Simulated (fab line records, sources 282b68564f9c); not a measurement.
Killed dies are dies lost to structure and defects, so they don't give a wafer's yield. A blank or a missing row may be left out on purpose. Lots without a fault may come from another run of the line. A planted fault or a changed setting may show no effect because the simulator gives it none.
A struck lot beside a sound one | flow rit_cmos | 43 steps out of a route of 202
Sound: wafers L474.2, L474.5, L474.6. Struck: wafers L482.1, L482.5, L482.6. The cause comes at the end.
At each step with rows: each side's tool, then ch and its chambers, then its first start. Under that, the readings that differ: sound wafers | struck wafers | difference of the means | sigmas: that difference in standard deviations of wafers without a fault.
alike: readings whose means differ by less than 2 such deviations, and words and numbers that are the same on both sides. not compared: withheld readings, readings that some wafer has no value for, bounds like >300 that may hide the same value, and numbers for which the record gives no deviation and whose values overlap.
The two part at a step that has a row with sigmas, a row that says differs or no value, or rows on one side only. Numbers that don't overlap but have no deviation are shown without sigmas and don't part them. A reading that every wafer of one side lacks parts them only if that side has two wafers or more.

first, 5 steps without rows for these wafers: RIT_PLDD_COAT_01 (resist thk 1000 nm); RIT_PLDD_SOFTBAKE_02 (time 60 s); RIT_PLDD_EXPOSE_03 (exposes mask M8, target cd 40900 nm); RIT_PLDD_PEB_04; RIT_PLDD_DEVELOP_05 (develop time 50 s).
RIT_PLDD_OVL_MEAS_06:
  sound on overlay-01, day 4 11:27; struck on overlay-02, day 6 02:29
  alike: PLDD_OVL
then, 2 steps without rows for these wafers: RIT_PLDD_HARDBAKE_07 (time 60 s); RIT_PLDD_IMPLANT_08.
RIT_PLDD_STRIP_09: strips in O2, time 180 s.
  sound on plasma_asher-02 ch 0,1, day 4 11:47; struck on plasma_asher-01 ch 0,1, day 6 02:50
  alike: drypump_motor_current_A
  not compared: rf_hours_counter_h
RIT_PLDD_TW_MEAS_10:
  sound on film_metro-03, day 4 11:58; struck on film_metro-01, day 6 03:00
  alike: PLDD_TW
then, 2 steps without rows for these wafers: RIT_SPACER_CLEAN_00 (cleans in SC1, time 600 s); RIT_SPACER_CLEAN_01 (cleans in dHF, time 30 s).
RIT_SPACER_CLEAN_02: cleans in SC2, time 600 s.
  sound on wet_bench-01 ch 3, day 4 12:13; struck on wet_bench-04 ch 0, day 6 03:16
  alike: bath_guard_temp_C, bath_heat_duty_pct
then, 1 step without rows for these wafers: RIT_SPACER_CVD_03 (deposits Si3N4 from SiH2Cl2/NH3, target thk 250 nm, time 3300 s).
RIT_SPACER_THK_MEAS_04:
  sound on film_metro-02, day 4 14:19; struck on film_metro-04, day 6 05:21
  alike: SPACER_NITRIDE_THK
RIT_SPACER_ETCHBACK_05: etches Si3N4 in SF6/CHF3, stops on SiO2, target depth 250 nm, time 240 s.
  sound on rie_diel-04 ch 0,2,3, day 4 14:22; struck on rie_diel-04 ch 1,2,3, day 6 05:25
  alike: CHF3_flow_sccm, drypump_motor_current_A, oes_product_au, throttle_valve_pct
  not compared: rf_hours_counter_h
then, 6 steps without rows for these wafers: RIT_NSD_HMDS_00 (prime time 60 s); RIT_NSD_COAT_01 (resist thk 1000 nm); RIT_NSD_SOFTBAKE_02 (time 60 s); RIT_NSD_EXPOSE_03 (exposes mask M9, target cd 40700 nm); RIT_NSD_PEB_04; RIT_NSD_DEVELOP_05 (develop time 50 s).
RIT_NSD_OVL_MEAS_06:
  sound on overlay-01, day 4 15:23; struck on overlay-01, day 6 06:26
  reading      | sound       | struck         | difference | sigmas
  NSD_OVL (nm) | 0.4 0.2 1.8 | -0.6 -2.4 -3.8 | -3.1       | -2
then, 2 steps without rows for these wafers: RIT_NSD_HARDBAKE_07 (time 60 s); RIT_NSD_IMPLANT_08.
RIT_NSD_STRIP_09: strips in O2, time 180 s.
  sound on plasma_asher-02 ch 0,1, day 4 15:43; struck on plasma_asher-03 ch 0,1, day 6 06:47
  alike: drypump_motor_current_A
  not compared: rf_hours_counter_h
RIT_NSD_TW_MEAS_10:
  sound on film_metro-03, day 4 15:53; struck on film_metro-01, day 6 06:57
  alike: NSD_TW
then, 6 steps without rows for these wafers: RIT_PSD_HMDS_00 (prime time 60 s); RIT_PSD_COAT_01 (resist thk 1000 nm); RIT_PSD_SOFTBAKE_02 (time 60 s); RIT_PSD_EXPOSE_03 (exposes mask M10, target cd 40900 nm); RIT_PSD_PEB_04; RIT_PSD_DEVELOP_05 (develop time 50 s).
RIT_PSD_OVL_MEAS_06:
  sound on overlay-01, day 4 16:55; struck on overlay-01, day 6 07:59
  alike: PSD_OVL
then, 2 steps without rows for these wafers: RIT_PSD_HARDBAKE_07 (time 60 s); RIT_PSD_IMPLANT_08.
RIT_PSD_STRIP_09: strips in O2, time 180 s.
  sound on plasma_asher-01 ch 0,1, day 4 17:15; struck on plasma_asher-01 ch 0,1, day 6 08:19
  alike: drypump_motor_current_A
  not compared: rf_hours_counter_h
RIT_PSD_TW_MEAS_10:
  sound on film_metro-01, day 4 17:26; struck on film_metro-02, day 6 08:30
  alike: PSD_TW
then, 3 steps without rows for these wafers: RIT_SDANNEAL_CLEAN_00 (cleans in SC1, time 600 s); RIT_SDANNEAL_CLEAN_01 (cleans in dHF, time 30 s); RIT_SDANNEAL_CLEAN_02 (cleans in SC2, time 600 s).
RIT_SDANNEAL_RTA_03: time 5 s.
  sound on rtp_anneal-01 ch 0, day 4 17:53; struck on rtp_anneal-01 ch 0, day 6 08:58
  alike: wafer_temp_C_max
RIT_M1_PROBE_99:
  sound on prober-01, day 5 01:28; struck on prober-01, day 6 16:29
  reading             | sound  | struck   | difference | sigmas
  killed_at_front_end | 11 6 4 | 41 35 40 | +32        | +11
  killed_dies         | 11 6 4 | 41 35 40 | +32        | +11
  alike: killed_at_contacts, killed_open, killed_short

WHERE THEY PART
First at RIT_NSD_OVL_MEAS_06; last, within this record, at RIT_M1_PROBE_99.

WHY: what the simulator had put in
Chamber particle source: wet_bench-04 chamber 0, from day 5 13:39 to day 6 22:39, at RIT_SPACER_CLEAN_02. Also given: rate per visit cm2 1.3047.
